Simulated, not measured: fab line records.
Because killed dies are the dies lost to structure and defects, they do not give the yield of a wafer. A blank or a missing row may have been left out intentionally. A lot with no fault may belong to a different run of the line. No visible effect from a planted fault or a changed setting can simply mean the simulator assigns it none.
A struck lot beside a sound one -- flow berkeley_cmos170 -- 27 out of 331 route steps
Sound: the wafers L364.2, L364.4, L364.5. Struck: wafers L361.2, L361.4, L361.5. The cause is named last.
For every step that has rows: the tool of each side, followed by ch and its chambers, followed by its first start. Under that, the readings that differ: sound wafers -- struck wafers -- difference of the means -- sigmas: that difference in standard deviations of wafers without a fault.
alike: a reading whose means differ by less than 2 such deviations, as well as words and numbers matching on both sides. not compared: withheld readings; readings where some wafer has no value; bounds like >300 that might hide an equal value; numbers whose values overlap and for which the record gives no deviation.
Wherever a step has rows on one side only, a row that says differs or no value, or a row with sigmas, the two part there. Numbers that have no deviation but don't overlap get no sigmas and don't part them. A reading that every wafer of one side lacks parts them only if that side has two wafers or more.

first, 2 steps without rows for these wafers: UCB170_NWELL_PEB_10; UCB170_NWELL_DEVELOP_11 (develop time 45 s).
UCB170_NWELL_OVL_MEAS_12:
  struck on overlay-02, day 4 12:23; sound on overlay-01, day 5 06:21
  alike: NWELL_OVL
UCB170_NWELL_ETCH_13: etches Si3N4 in CH3F/Ar/O2, stops on SiO2, target depth 246.4 nm, time 154 s.
  sound on rie_diel-02 ch 0,2, day 5 06:23; struck on rie_diel-02 ch 0,3, day 4 12:25
  alike: drypump_motor_current_A, oes_product_au, throttle_valve_pct
  not compared: rf_hours_counter_h
next, for these wafers, 1 step has no rows: UCB170_NWELL_IMPLANT_14.
UCB170_NWELL_STRIP_15: strips in O2.
  sound on plasma_asher-01 ch 0,1, day 5 06:38; struck on plasma_asher-02 ch 0,1, day 4 12:41
reading,sound,struck,difference,sigmas
drypump_motor_current_A (A),6.6 5.8 6.7,5.4 5.4 4.8,-1.2,-2
  alike: o2_flow_sccm, oes_product_au, strip_time_to_endpoint_s
  not compared: rf_hours_counter_h
UCB170_NWELL_TW_MEAS_16:
  struck on film_metro-03, day 4 12:47; sound on film_metro-02, day 5 06:45
reading,sound,struck,difference,sigmas
NWELL_TW,1261 1266 1262,1239 1242 1233,-25,-3
then, 5 steps without rows for these wafers: UCB170_NWELL_CLEAN_17 (cleans in SPM, time 600 s); UCB170_NWELL_WET_ETCH_18 (etches Si3N4 in H3PO4, time 14400 s); UCB170_NWELL_WET_ETCH_19 (etches SiO2 in BOE, time 22 s); UCB170_PWELL_CLEAN_00 (cleans in SPM, time 600 s); UCB170_PWELL_CLEAN_01 (cleans in dHF, time 60 s).
UCB170_PWELL_OXIDATION_02: target thk 26.4 nm, ox time 1260 s.
  sound on furnace-04 ch 0, day 5 14:01; struck on furnace-03 ch 0, day 4 22:15
  alike: spike_tc_source_C
UCB170_PWELL_THK_MEAS_03:
  struck on film_metro-04, day 4 23:37; sound on film_metro-03, day 5 15:22
reading,sound,struck,difference,sigmas
PWELL_OXIDE_THK (nm),25.1 25.3 25.2,37.8 37.8 38.0,+12.7,+23
then, 2 steps without rows for these wafers: UCB170_PWELL_ANNEAL_04 (time 900 s); UCB170_PWELL_CVD_05 (deposits Si3N4 from SiH2Cl2/NH3, target thk 220 nm, time 3300 s).
UCB170_PWELL_THK_MEAS_06:
  struck on film_metro-01, day 5 05:51; sound on film_metro-03, day 5 23:35
  alike: PWELL_NITRIDE_THK
then, 6 steps without rows for these wafers: UCB170_PWELL_HMDS_07 (prime time 60 s); UCB170_PWELL_COAT_08 (resist thk 900 nm); UCB170_PWELL_SOFTBAKE_09 (time 60 s); UCB170_PWELL_EXPOSE_10 (exposes mask PWELL, target cd 3000 nm); UCB170_PWELL_PEB_11; UCB170_PWELL_DEVELOP_12 (develop time 45 s).
UCB170_PWELL_OVL_MEAS_13:
  struck on overlay-01, day 5 06:54; sound on overlay-02, day 6 00:35
  alike: PWELL_OVL
UCB170_PWELL_ETCH_14: etches Si3N4 in CH3F/Ar/O2, stops on SiO2, target depth 242 nm, time 151 s.
  sound on rie_diel-01 ch 2,3, day 6 00:37; struck on rie_diel-04 ch 0,3, day 5 06:56
reading,sound,struck,difference,sigmas
drypump_motor_current_A (A),4.7 4.9 4.7,6.3 5.3 6.3,+1.2,+3
model.SiO2_of_PWELL_OXIDATION_02.thk_nm (nm),21.47 21.53 21.48,33.61 34.06 33.9,+12.36,
  alike: oes_product_au, throttle_valve_pct
  not compared: rf_hours_counter_h
next, for these wafers, 1 step has no rows: UCB170_PWELL_IMPLANT_15.
-- the record jumps here: 5 days lie between the struck wafers' starts before and after (it left off in module PWELL and takes up again in module M3, whose first step shown is number 331 of the route) --
UCB170_M3_PROBE_99:
  the record has rows for the struck wafers here (prober-01, day 10 07:28) and none for the sound ones

WHERE THEY PART
Last at UCB170_M3_PROBE_99 as far as this record goes, first at UCB170_NWELL_STRIP_15.

WHY: the cause the simulator had injected
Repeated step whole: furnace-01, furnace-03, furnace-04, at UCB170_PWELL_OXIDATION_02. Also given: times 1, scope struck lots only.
